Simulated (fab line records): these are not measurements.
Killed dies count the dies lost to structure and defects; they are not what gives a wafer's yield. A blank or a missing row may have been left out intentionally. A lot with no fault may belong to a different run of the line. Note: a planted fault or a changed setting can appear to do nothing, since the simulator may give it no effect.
Lot-split experiment ; flow berkeleyCmos170 ; 23 wafers read from 5 lots, route of 331 steps

== THE SPLIT ==
At UCB170_CONTACT_CVD_01 (deposits PSG from SiH4/O2/PH3, target thk 700 nm, time 2820 s), the setting o2FlowSccm was moved away from the recipe's 90 sccm on 15 of the 23 wafers read, by -12.2% to +13.6%. The other wafers ran this setting at the recipe's value.

Split to reading: the file shows no intervening step.

== THE READING ==
CONTACT_PSG_THK, in nm, at UCB170_CONTACT_THK_MEAS_02. A value of 704 nm with a standard deviation of 5.6 nm is what fault-free wafers of this fab line usually give.

wafer;tool, chamber at the split;o2FlowSccm as run, sccm;against the recipe;CONTACT_PSG_THK, nm;against lot-mates on the recipe
L075.1;-, -;101;+12.2%;744;no lot-mate on the recipe
L075.2;-, -;101;+12.2%;738;no lot-mate on the recipe
L075.3;-, -;101;+12.2%;744;no lot-mate on the recipe
L075.4;-, -;101;+12.2%;745;no lot-mate on the recipe
L075.6;-, -;101;+12.2%;741;no lot-mate on the recipe
L076.1;lpcvd-02, 0;90;recipe;706;-
L076.3;lpcvd-02, 0;90;recipe;705;-
L076.4;lpcvd-02, 0;90;recipe;705;-
L082.1;-, -;90;recipe;719;-
L082.3;-, -;90;recipe;704;-
L082.4;-, -;90;recipe;710;-
L082.5;-, -;90;recipe;719;-
L082.6;-, -;90;recipe;706;-
L083.1;-, -;102.2;+13.6%;749;no lot-mate on the recipe
L083.2;-, -;102.2;+13.6%;754;no lot-mate on the recipe
L083.3;-, -;102.2;+13.6%;752;no lot-mate on the recipe
L083.5;-, -;102.2;+13.6%;754;no lot-mate on the recipe
L083.6;-, -;102.2;+13.6%;754;no lot-mate on the recipe
L085.1;-, -;79.04;-12.2%;648;no lot-mate on the recipe
L085.2;-, -;79.04;-12.2%;649;no lot-mate on the recipe
L085.3;-, -;79.04;-12.2%;649;no lot-mate on the recipe
L085.4;-, -;79.04;-12.2%;651;no lot-mate on the recipe
L085.5;-, -;79.04;-12.2%;653;no lot-mate on the recipe

FIT RESULTS
A straight line over all 23 wafers: CONTACT_PSG_THK changes by +3.77 nm for each +1% of o2FlowSccm; r = +0.98; the points scatter about the line by 7.3 nm.
Too few moved wafers have a lot-mate on the recipe to fit a line with each lot's own level taken away.

== THE WHOLE CHAIN: every reading that the file lists as answering this split, in the file's order ==
step;what it does;reading;change (the file's fit);r (the file's)
UCB170_CONTACT_CVD_01;deposits PSG from SiH4/O2/PH3, target thk 700 nm, time 2820 s;PSG_of_CONTACT_CVD_01.thkNm (the simulator's own value, which no gauge read);+3.76 nm for each +1% of the setting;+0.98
UCB170_CONTACT_THK_MEAS_02;;CONTACT_PSG_THK;+3.77 for each +1% of the setting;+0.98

== FILE'S OWN FIT ==
CONTACT_PSG_THK changes by +3.77 nm for each +1% of o2FlowSccm, r = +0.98.
